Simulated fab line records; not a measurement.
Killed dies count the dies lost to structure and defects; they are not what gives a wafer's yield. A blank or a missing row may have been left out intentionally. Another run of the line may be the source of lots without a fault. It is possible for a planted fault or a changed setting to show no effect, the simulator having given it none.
Which tool did it? + flow berkeleyCmos170 + 14 lots with 42 wafers sampled at 2 steps, on a route of 331 steps

== WHAT EACH GAUGE READ, for each wafer ==
UCB170_V2_THK_MEAS_04. Usual: for V2_POLISHED_THK the level is 1000.2 nm and the standard deviation is 1.1.
| lot  | measured     | on           | V2_POLISHED_THK (nm) | flag |
|------|--------------|--------------|----------------------|------|
| L279 | day 8 02:46  | filmMetro-01 | 998.7 999.2 999.8    |      |
| L282 | day 8 03:30  | filmMetro-01 | 999.9 999.7 1000.0   |      |
| L286 | day 9 04:15  | filmMetro-03 | 999.8 1000.5 999.6   |      |
| L283 | day 9 04:51  | filmMetro-02 | 1001.9 1000.7 1000.0 |      |
| L285 | day 9 04:58  | filmMetro-01 | 999.1 1000.9 998.6   |      |
| L288 | day 10 04:23 | filmMetro-01 | 1001.6 999.7 999.5   |      |
| L287 | day 10 04:41 | filmMetro-02 | 999.5 1000.0 1000.0  |      |
| L290 | day 10 23:36 | filmMetro-01 | 1001.8 1000.8 1000.0 |      |
| L293 | day 10 23:43 | filmMetro-03 | 1001.0 1001.4 1001.0 |      |
| L291 | day 11 00:17 | filmMetro-03 | 999.2 1001.4 1000.0  |      |
| L296 | day 11 13:37 | filmMetro-03 | 1000.0 1001.0 1001.0 |      |
| L299 | day 12 04:15 | filmMetro-01 | 1350.1 1348.5 1352.4 | OFF  |
| L301 | day 12 04:48 | filmMetro-01 | 1000.2 1000.5 1001.5 |      |
| L300 | day 12 04:58 | filmMetro-03 | 1341.8 1359.8 1347.3 | OFF  |

== EACH LOT AND THE TOOL THAT RAN IT (in order: tool; ch and the chambers of the sampled wafers; start) ==
| lot  | UCB170_V2_CMP_02              |
|------|-------------------------------|
| L279 | cmp-02 ch 1,3, day 8 02:23    |
| L282 | cmp-02 ch 0,1,3, day 8 03:05  |
| L286 | cmp-02 ch 1,2,3, day 9 03:52  |
| L283 | cmp-01 ch 1,2,3, day 9 04:34  |
| L285 | cmp-02 ch 0,1, day 9 04:35    |
| L288 | cmp-02 ch 0,1,2, day 10 03:58 |
| L287 | cmp-02 ch 1,2,3, day 10 04:16 |
| L290 | cmp-01 ch 0,1,2, day 10 23:18 |
| L293 | cmp-02 ch 1,2,3, day 10 23:19 |
| L291 | cmp-01 ch 0,2,3, day 10 23:51 |
| L296 | cmp-01 ch 0,1,2, day 11 13:18 |
| L299 | cmp-01 ch 0,1, day 12 03:29   |
| L301 | cmp-02 ch 1,2,3, day 12 04:23 |
| L300 | cmp-01 ch 0,3, day 12 04:34   |
- UCB170_V2_CMP_02: polishes SiO2.

== AS READ BY THE TOOLS THEMSELVES (means over the sampled wafers that have a number; for cases with no such wafer, the mark the record gives instead) ==
UCB170_V2_CMP_02. Usual: edgeZonePressureFrac 1.000, standard deviation 0.0042; motorCurrentA 17.3 A, standard deviation 1.7.
| lot  | tool   | edgeZonePressureFrac | motorCurrentA (A) | flag |
|------|--------|----------------------|-------------------|------|
| L279 | cmp-02 | 1.000                | 18.2              |      |
| L282 | cmp-02 | 0.994                | 18.3              |      |
| L286 | cmp-02 | 0.998                | 18.1              |      |
| L283 | cmp-01 | 0.999                | 15.1              |      |
| L285 | cmp-02 | 0.999                | 18.7              |      |
| L288 | cmp-02 | 0.999                | 17.8              |      |
| L287 | cmp-02 | 0.995                | 17.9              |      |
| L290 | cmp-01 | 1.000                | 15.7              |      |
| L293 | cmp-02 | 1.004                | 17.7              |      |
| L291 | cmp-01 | 0.998                | 15.3              |      |
| L296 | cmp-01 | 1.002                | 15.8              |      |
| L299 | cmp-01 | 0.998                | 16.4              |      |
| L301 | cmp-02 | 0.998                | 18.0              |      |
| L300 | cmp-01 | 1.003                | 16.0              |      |

== THE ANSWER, worked out from the rows above alone ==
Rule: lot off if the mean of its wafers having a number is beyond 3 standard deviations from the usual mean. Also off: a lot with no number at a reading for which 4 or more lots have one. Where the step has rows for the other lots, those lots are counted as sound. The gauges are gone through in route order, then the tools' own readings, and for those a lot's mean is taken as printed above. The first step at which some lot is off is used, and at that step the reading that is off furthest; a lot without a number counts as furthest.
Off: L299, L300, seen at UCB170_V2_THK_MEAS_04 (V2_POLISHED_THK).
If a tool, at a process step before that reading, ran all the lots that are off and no sound lot after the first of them, it fits. Those tools and the gauges at UCB170_V2_THK_MEAS_04 are tried in the same way. One candidate fits, namely cmp-01 at UCB170_V2_CMP_02. A fault onset in the window from L296 (day 11 13:18, its last sound lot) to L299 (day 12 03:29, its first lot off) fits.

== WHAT THE SIMULATOR PUT IN ==
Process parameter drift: cmp-01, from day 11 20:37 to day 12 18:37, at UCB170_V2_CMP_02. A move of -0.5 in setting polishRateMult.
Lots struck among those shown: L299, L300. The rule given above showed the same thing.
